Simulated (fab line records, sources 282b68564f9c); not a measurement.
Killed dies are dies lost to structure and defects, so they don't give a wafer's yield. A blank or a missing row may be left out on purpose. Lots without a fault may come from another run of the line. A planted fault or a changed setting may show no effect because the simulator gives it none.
fab line records | flow rit_cmos
record lots=14 wafers=42 last_day=7
route steps=202 shown FOX2@27 PRETRO@65 NSD@137 CONTACT@179 M1@202
lots that met no fault: from a run of the same line without faults
start_h: hours from the record's first day to the start of the lot's first wafer shown | wait_h: hours since the lot's step before | " the same as in the row above | L1.1+2: a row that stands for several wafers | - no value, or no start given | * or withheld: withheld | < > ~ a bound
route shown NAME@n: a module of which the file shows steps, and the number in the route of the first | usual: mean/standard deviation of fault-free wafers | same: alike in all rows | chamber/n: place in a boat | sites: the reading at each site | _std_site: their standard deviation | _edge_site: outer sites' mean less inner sites' | radius_mm: how far each site lies from the wafer's centre | mask NAME#n: copy n | behind: the tool/chamber that last shaped the wafer | hold: why the lot was held/for how many hours/how that ended | device: the transistor (n, p or np) that didn't switch | end of line: the same wafers' tests at the end of the route | a step without rows: its recipe alone | killed: dies lost to structure and defects at the first sort, not the wafer's yield | map: a wafer's dies, x killed, . not, _ none there
set.NAME: the setting as run; set.NAME@STEP: as run at that earlier step | model.NAME: the simulator's own value behind a step, which no gauge read
steps of the route over a sample of lots; a table a step, a row a wafer
services: from which hour (start_h, from the record's first day; less than 0 if before it) a tool's chamber was out of use, for how many hours, and why
## steps
# step RIT_FOX2_THK_MEAS_90
# recipe reads=SiO2_of_FOX2_OXIDATION_00
# usual FIELD_OXIDE_LEFT_1_THK=323/4.9
# columns lot.wafer tool chamber start_h wait_h FIELD_OXIDE_LEFT_1_THK[nm]
L646.1 film_metro-03 - 20.17 0.0 312
L646.5 " - " " 315
L646.6 " - " " 315
L648.1 film_metro-03 - 31.41 0.0 324
L648.4 " - " " 326
L648.6 " - " " 320
L649.2 film_metro-01 - 34.67 0.0 313
L649.3 " - " " 312
L649.4 " - " " 319
L650.1 film_metro-02 - 41.05 0.0 331
L650.2 " - " " 326
L650.3 " - " " 328
L651.1 film_metro-01 - 45.73 0.0 318
L651.2 " - " " 322
L651.3 " - " " 327
L654.1 film_metro-01 - 59.23 0.0 327
L654.2 " - " " 329
L654.3 " - " " 330
L656.1 film_metro-03 - 71.17 0.0 319
L656.3 " - " " 325
L656.5 " - " " 318
L660.2 film_metro-01 - 90.47 0.0 321
L660.3 " - " " 320
L660.6 " - " " 320
L661.3 film_metro-03 - 95.30 0.0 327
L661.5 " - " " 325
L661.6 " - " " 325
L662.1 film_metro-03 - 101.25 0.0 322
L662.4 " - " " 326
L662.5 " - " " 323
L664.2 film_metro-03 - 112.30 0.0 318
L664.4 " - " " 324
L664.6 " - " " 326
L665.1 film_metro-03 - 116.51 0.0 321
L665.2 " - " " 327
L665.4 " - " " 326
L666.1 film_metro-01 - 119.86 0.0 333
L666.3 " - " " 328
L666.5 " - " " 329
L668.1 film_metro-01 - 132.53 0.0 324
L668.3 " - " " 319
L668.6 " - " " 324
# step RIT_PRETRO_COAT_01
# recipe resist=NOVOLAK spin_rpm=2000 resist_thk_nm=1300
# usual chill_plate_temp_C=23.01/0.11 spin_speed_rpm=2000.0/1.6
# columns lot.wafer tool chamber start_h wait_h chill_plate_temp_C spin_speed_rpm
L646.1 litho_track-03 0 31.28 0.1 23.10 1998.5
L646.5 " 0 " " 22.93 1997.8
L646.6 " 0 " " 23.07 1998.4
L648.1 litho_track-02 0 41.81 0.1 22.85 1998.9
L648.4 " 0 " " 22.84 1998.1
L648.6 " 0 " " 22.91 1999.7
L649.2 litho_track-02 0 45.42 0.1 22.89 2002.4
L649.3 " 0 " " 23.02 1999.8
L649.4 " 0 " " 22.91 1999.0
L650.1 litho_track-01 0 52.09 0.1 23.00 1997.0
L650.2 " 0 " " 23.21 1999.5
L650.3 " 0 " " 22.98 1999.2
L651.1 litho_track-02 0 56.05 0.1 23.28 1999.8
L651.2 " 0 " " 23.12 1999.1
L651.3 " 0 " " 23.21 2001.0
L654.1 litho_track-03 0 69.88 0.1 23.21 1999.5
L654.2 " 0 " " 23.22 2000.1
L654.3 " 0 " " 23.12 1998.8
L656.1 litho_track-01 0 82.05 0.1 23.03 1996.9
L656.3 " 0 " " 23.06 1999.4
L656.5 " 0 " " 22.95 1998.6
L660.2 litho_track-01 0 101.21 0.1 22.88 2000.9
L660.3 " 0 " " 23.03 2001.9
L660.6 " 0 " " 22.92 2002.2
L661.3 litho_track-01 0 105.97 0.1 22.95 1818.4
L661.5 " 0 " " 23.07 1817.1
L661.6 " 0 " " 23.02 1818.8
L662.1 litho_track-02 0 111.96 0.1 23.07 1999.5
L662.4 " 0 " " 23.10 2000.7
L662.5 " 0 " " 23.17 2002.3
L664.2 litho_track-01 0 122.63 0.1 22.95 1820.1
L664.4 " 0 " " 22.97 1821.6
L664.6 " 0 " " 22.89 1816.8
L665.1 litho_track-03 0 127.09 0.1 22.83 2000.0
L665.2 " 0 " " 22.80 2000.3
L665.4 " 0 " " 22.88 2000.6
L666.1 litho_track-03 0 130.62 0.1 22.87 2000.7
L666.3 " 0 " " 23.11 2000.4
L666.5 " 0 " " 22.91 2002.2
L668.1 litho_track-03 0 143.81 0.1 22.96 1999.4
L668.3 " 0 " " 22.78 2001.1
L668.6 " 0 " " 22.92 2000.6
# step RIT_NSD_OVL_MEAS_06
# usual NSD_OVL=-1.3/1.5
# columns lot.wafer tool chamber start_h wait_h NSD_OVL[nm]
L646.1 overlay-02 - 49.00 - -2.0
L646.5 " - " " -2.3
L646.6 " - " " 0.0
L648.1 overlay-01 - 59.20 - -2.9
L648.4 " - " " -1.4
L648.6 " - " " -1.8
L649.2 overlay-01 - 61.85 - -2.9
L649.3 " - " " -0.6
L649.4 " - " " 0.1
L650.1 overlay-02 - 69.94 - -0.6
L650.2 " - " " -2.8
L650.3 " - " " -1.8
L651.1 overlay-02 - 74.17 - -2.6
L651.2 " - " " -2.0
L651.3 " - " " -1.9
L654.1 overlay-01 - 89.26 - -1.2
L654.2 " - " " -0.8
L654.3 " - " " -1.9
L656.1 overlay-02 - 101.99 - -0.8
L656.3 " - " " -1.3
L656.5 " - " " 0.3
L660.2 overlay-01 - 120.39 - -0.6
L660.3 " - " " 1.7
L660.6 " - " " -1.5
L661.3 overlay-02 - 126.30 - 0.9
L661.5 " - " " -0.3
L661.6 " - " " -0.6
L662.1 overlay-01 - 128.69 - -0.3
L662.4 " - " " 1.1
L662.5 " - " " -1.0
L664.2 overlay-01 - 142.64 - -4.0
L664.4 " - " " -5.1
L664.6 " - " " -3.9
L665.1 overlay-02 - 145.66 - -3.9
L665.2 " - " " -2.9
L665.4 " - " " -3.5
L666.1 overlay-01 - 150.78 - -1.9
L666.3 " - " " -0.6
L666.5 " - " " -2.0
L668.1 overlay-02 - 162.25 - -0.2
L668.3 " - " " 1.4
L668.6 " - " " -0.7
# step RIT_CONTACT_ETCH_11
# recipe target_depth_a=4800 over_etch_frac=0.2 stop_on=TiSi2 chemistry=CHF3/CF4/Ar target=SiO2 CHF3_flow_sccm=50 cf4_flow_sccm=10 Ar_flow_sccm=100 O2_flow_sccm=5 pressure_mtorr=100 rf_w=200 time_s=320
# usual O2_flow_sccm=5.001/0.014 cf4_flow_sccm=10.002/0.03 drypump_motor_current_A=5.6/0.55 oes_product_au=0.994/0.015 throttle_valve_pct=8.86/0.14
# columns lot.wafer tool chamber start_h wait_h O2_flow_sccm cf4_flow_sccm drypump_motor_current_A oes_product_au rf_hours_counter_h throttle_valve_pct
L646.1 rie_diel-03 0 53.96 0.1 5.005 9.986 5.0 1.014 14 8.88
L646.5 " 0 " " 4.996 9.968 5.0 1.014 - 8.85
L646.6 " 3 " " 4.989 10.038 6.3 0.986 - 8.76
L648.1 rie_diel-01 3 64.39 0.1 5.006 9.984 5.5 1.013 4 8.79
L648.4 " 1 " " 4.985 10.015 6.3 1.010 49 8.54
L648.6 " 2 " " 5.010 9.997 5.5 0.983 - 8.90
L649.2 rie_diel-04 3 66.68 0.1 5.009 9.981 4.7 1.002 45 8.98
L649.3 " 2 " " 5.019 10.043 5.2 0.971 34 8.78
L649.4 " 1 " " 5.027 9.939 6.4 0.962 149 8.99
L650.1 rie_diel-04 2 74.99 0.1 4.976 10.006 5.2 0.970 34 8.77
L650.2 " 1 " " 5.009 10.048 6.4 0.965 149 8.97
L650.3 " 3 " " 5.000 10.039 4.7 1.006 45 9.01
L651.1 rie_diel-01 1 79.09 0.1 4.996 9.974 6.3 1.004 49 8.56
L651.2 " 0 " " 5.004 9.976 6.1 0.999 6 8.91
L651.3 " 3 " " 5.036 10.037 5.5 1.003 4 8.78
L654.1 rie_diel-04 3 94.52 0.1 5.012 10.021 4.7 1.002 45 8.99
L654.2 " 1 " " 4.992 9.998 6.4 0.974 149 8.99
L654.3 " 0 " " 5.026 9.972 5.7 1.012 3 9.00
L656.1 rie_diel-04 0 106.93 0.1 4.991 9.999 5.7 1.005 3 9.02
L656.3 " 2 " " 5.006 10.042 5.2 0.979 34 8.77
L656.5 " 0 " " 5.000 10.029 5.7 1.011 - 9.01
L660.2 rie_diel-03 2 125.78 0.1 5.029 9.976 5.1 0.969 6 9.02
L660.3 " 1 " " 5.003 9.984 5.0 0.995 111 8.93
L660.6 " 2 " " 5.021 9.992 5.1 0.972 - 9.02
L661.3 rie_diel-03 1 131.50 0.1 5.015 9.988 4.9 1.003 111 8.92
L661.5 " 1 " " 5.014 10.019 4.9 0.995 - 8.94
L661.6 " 2 " " 4.994 10.024 5.1 0.977 - 9.03
L662.1 rie_diel-01 0 133.68 0.1 4.991 10.023 6.1 0.989 7 8.92
L662.4 " 2 " " 5.003 10.075 5.5 0.992 103 8.89
L662.5 " 3 " " 4.997 9.984 5.4 1.007 - 8.78
L664.2 rie_diel-01 1 147.49 0.1 5.002 10.086 6.4 1.007 51 8.56
L664.4 " 0 " " 5.010 9.997 6.1 0.985 7 8.94
L664.6 " 0 " " 4.984 10.044 6.1 0.993 - 8.93
L665.1 rie_diel-04 2 150.60 0.1 5.001 9.986 5.2 0.962 35 8.77
L665.2 " 0 " " 5.013 10.002 5.7 1.018 4 9.02
L665.4 " 0 " " 5.004 9.987 5.7 1.009 - 9.01
L666.1 rie_diel-01 3 155.75 0.1 5.012 10.047 5.5 1.009 6 8.78
L666.3 " 2 " " 4.993 10.012 5.5 0.988 103 8.89
L666.5 " 1 " " 5.002 10.005 6.3 1.003 - 8.52
L668.1 rie_diel-04 1 167.06 0.1 4.970 10.013 6.4 0.987 0 8.98
L668.3 " 2 " " 4.980 9.996 5.2 0.977 36 8.77
L668.6 " 2 " " 4.991 9.992 5.2 0.970 - 8.77
# step RIT_M1_PROBE_99
# usual killed_at_contacts=0.1/0.31 killed_at_front_end=7/3.2 killed_dies=7/3.2 killed_open=3.6/1.9 killed_short=3.6/2
# same gross_dies=264 killed_at_M0_to_M3=0 killed_at_M4_up=0 killed_at_back_side=0 killed_at_other=0
# columns lot.wafer tool chamber start_h wait_h killed_at_contacts killed_at_front_end killed_dies killed_open killed_short
L646.1 prober-02 - 58.99 0.1 0 10 10 5 5
L646.5 prober-02 - 59.19 0.2 0 11 11 4 7
L646.6 prober-02 - 59.24 0.2 0 3 3 1 2
L648.1 prober-02 - 69.26 0.1 0 5 5 3 1
L648.4 prober-02 - 69.41 0.2 0 11 11 4 6
L648.6 prober-02 - 69.51 0.2 0 7 7 4 3
L649.2 prober-01 - 71.58 0.1 0 8 8 5 3
L649.3 prober-01 - 71.63 0.2 0 7 7 2 5
L649.4 prober-01 - 71.68 0.2 0 5 5 3 2
L650.1 prober-02 - 79.98 0.1 1 8 9 2 7
L650.2 prober-02 - 80.03 0.1 1 4 5 3 2
L650.3 prober-02 - 80.08 0.2 0 8 8 6 2
L651.1 prober-01 - 84.08 0.1 0 3 3 2 1
L651.2 prober-01 - 84.13 0.1 0 6 6 3 3
L651.3 prober-01 - 84.18 0.2 0 11 11 6 5
L654.1 prober-02 - 99.62 0.1 0 7 7 5 2
L654.2 prober-02 - 99.67 0.1 0 6 6 3 3
L654.3 prober-02 - 99.72 0.2 0 3 3 1 2
L656.1 prober-02 - 111.78 0.1 0 3 3 1 2
L656.3 prober-02 - 111.88 0.2 0 6 6 4 2
L656.5 prober-02 - 111.98 0.2 0 4 4 1 3
L660.2 prober-02 - 130.70 0.1 0 9 9 5 4
L660.3 prober-02 - 130.75 0.2 0 9 9 4 5
L660.6 prober-02 - 130.90 0.2 0 8 8 5 3
L661.3 prober-01 - 136.47 0.2 0 8 8 3 5
L661.5 prober-01 - 136.57 0.2 0 8 8 3 4
L661.6 prober-01 - 136.62 0.2 0 7 7 3 4
L662.1 prober-02 - 138.53 0.1 0 4 4 2 2
L662.4 prober-02 - 138.68 0.2 0 6 6 3 3
L662.5 prober-02 - 138.73 0.2 0 7 7 2 5
L664.2 prober-02 - 152.39 0.1 0 7 7 2 5
L664.4 prober-02 - 152.49 0.2 1 6 7 2 5
L664.6 prober-02 - 152.59 0.2 0 5 5 3 2
L665.1 prober-01 - 155.46 0.1 0 16 16 8 8
L665.2 prober-01 - 155.51 0.1 0 9 9 4 4
L665.4 prober-01 - 155.61 0.2 0 8 8 3 5
L666.1 prober-02 - 160.87 0.1 0 8 8 5 3
L666.3 prober-02 - 160.97 0.2 0 8 8 2 6
L666.5 prober-02 - 161.07 0.2 0 9 9 4 5
L668.1 prober-02 - 172.08 0.1 0 17 17 12 5
L668.3 prober-02 - 172.18 0.2 0 7 7 3 3
L668.6 prober-02 - 172.33 0.2 0 8 8 3 5
# killed by level:class
L646.1 SPACER:geometric_particle:open=3 GATE:geometric_particle:open=2 SILICIDE:geometric_particle:short=2 FOX1:geometric_particle:short=1 GATE:geometric_particle:short=1 SPACER:geometric_particle:short=1
L646.5 GATE:geometric_particle:short=2 GATE:geometric_particle:open=2 REOX:geometric_particle:short=2 FOX1:geometric_particle:short=1 FOX2:geometric_particle:open=1 FOX2:geometric_particle:short=1 SILICIDE:geometric_particle:open=1 SILICIDE:geometric_particle:short=1
L646.6 FOX1:geometric_particle:short=1 GATE:geometric_particle:short=1 SPACER:geometric_particle:open=1
L648.1 GATE:geometric_particle:open=2 FOX1:geometric_particle:open=1 SILICIDE:geometric_particle:short=1 PSD:coat_microbubble_printed=1
L648.4 GATE:geometric_particle:short=3 GATE:geometric_particle:open=2 FOX1:geometric_particle:open=1 REOX:geometric_particle:open=1 REOX:geometric_particle:short=1 SPACER:geometric_particle:short=1 SILICIDE:geometric_particle:short=1 PSD:coat_microbubble_printed=1
L648.6 GATE:geometric_particle:open=3 GATE:geometric_particle:short=1 REOX:geometric_particle:open=1 REOX:geometric_particle:short=1 SPACER:geometric_particle:short=1
L649.2 SILICIDE:geometric_particle:open=3 FOX1:geometric_particle:open=2 FOX1:geometric_particle:short=1 GATE:geometric_particle:short=1 SILICIDE:geometric_particle:short=1
L649.3 GATE:geometric_particle:short=3 FOX1:geometric_particle:short=1 GATE:geometric_particle:open=1 SILICIDE:geometric_particle:open=1 SILICIDE:geometric_particle:short=1
L649.4 GATE:geometric_particle:open=2 GATE:geometric_particle:short=1 REOX:geometric_particle:open=1 SILICIDE:geometric_particle:short=1
L650.1 FOX1:geometric_particle:short=2 GATE:geometric_particle:short=2 SPACER:geometric_particle:short=2 FOX1:geometric_particle:open=1 SILICIDE:geometric_particle:short=1 CONTACT:geometric_particle:open=1
L650.2 FOX1:geometric_particle:open=1 GATE:geometric_particle:short=1 SILICIDE:geometric_particle:short=1 SILICIDE:geometric_particle:open=1 CONTACT:geometric_particle:open=1
L650.3 GATE:geometric_particle:open=3 REOX:geometric_particle:open=2 FOX1:geometric_particle:open=1 REOX:geometric_particle:short=1 SILICIDE:geometric_particle:short=1
L651.1 FOX1:geometric_particle:open=1 FOX2:geometric_particle:short=1 SILICIDE:geometric_particle:open=1
L651.2 GATE:geometric_particle:short=2 GATE:geometric_particle:open=2 FOX1:geometric_particle:short=1 REOX:geometric_particle:open=1
L651.3 GATE:geometric_particle:open=4 GATE:geometric_particle:short=4 SILICIDE:geometric_particle:open=2 SILICIDE:geometric_particle:short=1
L654.1 FOX2:geometric_particle:open=2 GATE:geometric_particle:short=2 GATE:geometric_particle:open=1 SPACER:geometric_particle:open=1 SILICIDE:geometric_particle:open=1
L654.2 FOX1:geometric_particle:short=1 FOX2:geometric_particle:open=1 GATE:geometric_particle:short=1 SPACER:geometric_particle:open=1 SPACER:geometric_particle:short=1 SILICIDE:geometric_particle:open=1
L654.3 GATE:geometric_particle:short=2 GATE:geometric_particle:open=1
L656.1 FOX2:geometric_particle:short=1 GATE:geometric_particle:open=1 SPACER:geometric_particle:short=1
L656.3 FOX1:geometric_particle:short=2 FOX1:geometric_particle:open=1 GATE:geometric_particle:open=1 REOX:geometric_particle:open=1 SILICIDE:geometric_particle:open=1
L656.5 FOX2:geometric_particle:short=1 GATE:geometric_particle:open=1 REOX:geometric_particle:short=1 SPACER:geometric_particle:short=1
L660.2 FOX1:geometric_particle:open=2 SILICIDE:geometric_particle:open=2 FOX2:geometric_particle:open=1 FOX2:geometric_particle:short=1 GATE:geometric_particle:short=1 SPACER:geometric_particle:short=1 SILICIDE:geometric_particle:short=1
L660.3 FOX1:geometric_particle:open=3 GATE:geometric_particle:short=2 FOX1:geometric_particle:short=1 SPACER:geometric_particle:short=1 SPACER:geometric_particle:open=1 SILICIDE:geometric_particle:short=1
L660.6 GATE:geometric_particle:short=2 REOX:geometric_particle:open=2 FOX1:geometric_particle:open=1 FOX2:geometric_particle:short=1 GATE:geometric_particle:open=1 SILICIDE:geometric_particle:open=1
L661.3 GATE:geometric_particle:open=2 SPACER:geometric_particle:short=2 GATE:geometric_particle:short=1 REOX:geometric_particle:short=1 SILICIDE:geometric_particle:open=1 SILICIDE:geometric_particle:short=1
L661.5 GATE:geometric_particle:short=2 FOX1:geometric_particle:short=1 FOX2:geometric_particle:open=1 SPACER:geometric_particle:open=1 SPACER:geometric_particle:short=1 SILICIDE:geometric_particle:open=1 PWELL:coat_microbubble_printed=1
L661.6 GATE:geometric_particle:open=2 FOX1:geometric_particle:short=1 FOX2:geometric_particle:short=1 REOX:geometric_particle:short=1 SPACER:geometric_particle:short=1 SILICIDE:geometric_particle:open=1
L662.1 FOX1:geometric_particle:open=1 FOX2:geometric_particle:short=1 GATE:geometric_particle:short=1 SPACER:geometric_particle:open=1
L662.4 FOX1:geometric_particle:open=3 FOX1:geometric_particle:short=1 GATE:geometric_particle:short=1 SPACER:geometric_particle:short=1
L662.5 FOX1:geometric_particle:short=2 GATE:geometric_particle:open=2 GATE:geometric_particle:short=1 SPACER:geometric_particle:short=1 SILICIDE:geometric_particle:short=1
L664.2 GATE:geometric_particle:short=3 FOX1:geometric_particle:short=1 REOX:geometric_particle:short=1 REOX:geometric_particle:open=1 SILICIDE:geometric_particle:open=1
L664.4 GATE:geometric_particle:short=3 FOX1:geometric_particle:short=1 SILICIDE:geometric_particle:short=1 SILICIDE:geometric_particle:open=1 CONTACT:geometric_particle:open=1
L664.6 GATE:geometric_particle:open=2 FOX1:geometric_particle:open=1 GATE:geometric_particle:short=1 REOX:geometric_particle:short=1
L665.1 GATE:geometric_particle:open=4 FOX1:geometric_particle:short=3 GATE:geometric_particle:short=3 FOX1:geometric_particle:open=2 FOX2:geometric_particle:short=2 FOX2:geometric_particle:open=1 SILICIDE:geometric_particle:open=1
L665.2 GATE:geometric_particle:open=3 GATE:geometric_particle:short=3 SPACER:geometric_particle:short=1 SILICIDE:geometric_particle:open=1 PLDD:coat_microbubble_printed=1
L665.4 GATE:geometric_particle:short=3 FOX2:geometric_particle:short=2 GATE:geometric_particle:open=2 FOX1:geometric_particle:open=1
L666.1 SILICIDE:geometric_particle:open=2 FOX1:geometric_particle:open=1 FOX2:geometric_particle:open=1 GATE:geometric_particle:open=1 GATE:geometric_particle:short=1 REOX:geometric_particle:short=1 SILICIDE:geometric_particle:short=1
L666.3 REOX:geometric_particle:short=4 FOX1:geometric_particle:short=1 FOX1:geometric_particle:open=1 GATE:geometric_particle:short=1 REOX:geometric_particle:open=1
L666.5 REOX:geometric_particle:open=2 SPACER:geometric_particle:short=2 GATE:geometric_particle:short=1 REOX:geometric_particle:short=1 SPACER:geometric_particle:open=1 SILICIDE:geometric_particle:short=1 SILICIDE:geometric_particle:open=1
L668.1 GATE:geometric_particle:open=4 REOX:geometric_particle:short=4 SPACER:geometric_particle:open=4 FOX1:geometric_particle:open=2 REOX:geometric_particle:open=1 SPACER:geometric_particle:short=1 SILICIDE:geometric_particle:open=1
L668.3 FOX2:geometric_particle:open=1 FOX2:geometric_particle:short=1 GATE:geometric_particle:short=1 GATE:geometric_particle:open=1 REOX:geometric_particle:open=1 SPACER:geometric_particle:short=1 PRETRO:coat_microbubble_printed=1
L668.6 GATE:geometric_particle:short=4 GATE:geometric_particle:open=2 FOX2:geometric_particle:short=1 FOX2:geometric_particle:open=1
## services
# columns tool chamber start_h hours kind
rie_diel-04 3 81.63 2.6 repair
rie_diel-03 0 115.00 11.6 repair
rie_diel-01 - 123.80 1.0 repair
rie_diel-03 3 135.15 - clean
rie_diel-03 3 135.15 15.9 scheduled_down
rie_diel-03 3 135.15 15.9 vent_cycle
rie_diel-01 - 148.09 2.8 pm
rie_diel-03 - 149.22 2.8 pm
rie_diel-04 1 150.03 - clean
rie_diel-04 1 150.03 16.1 scheduled_down
rie_diel-04 1 150.03 16.1 vent_cycle
## key
first_sign step=RIT_PRETRO_COAT_01 reading=spin_speed_rpm direction=down sigmas=99+ usual=2000.0 struck=1818.8
effect none on later readings
met_at RIT_PRETRO_COAT_01
struck_lots L661,L664
tester_left_out L661,L664
not_acting_at RIT_FOX2_THK_MEAS_90,RIT_NSD_OVL_MEAS_06,RIT_CONTACT_ETCH_11
onset_between 101.21 105.97
fault kind=process_parameter_drift tool=litho_track-01 chamber=- onset_h=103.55 steps=RIT_PRETRO_COAT_01 channel=spin_rpm offset=-182.32 shape=step end_h=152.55 acts_in=these_recipes_only stated=2000
# tester_left_out: of these lots the tester's yield and bins aren't shown, on N5 and GAA mostly nor the transistor test; their killed dies are dies lost to structure and defects alone, not to doping, threshold or leakage, so they don't give the yield
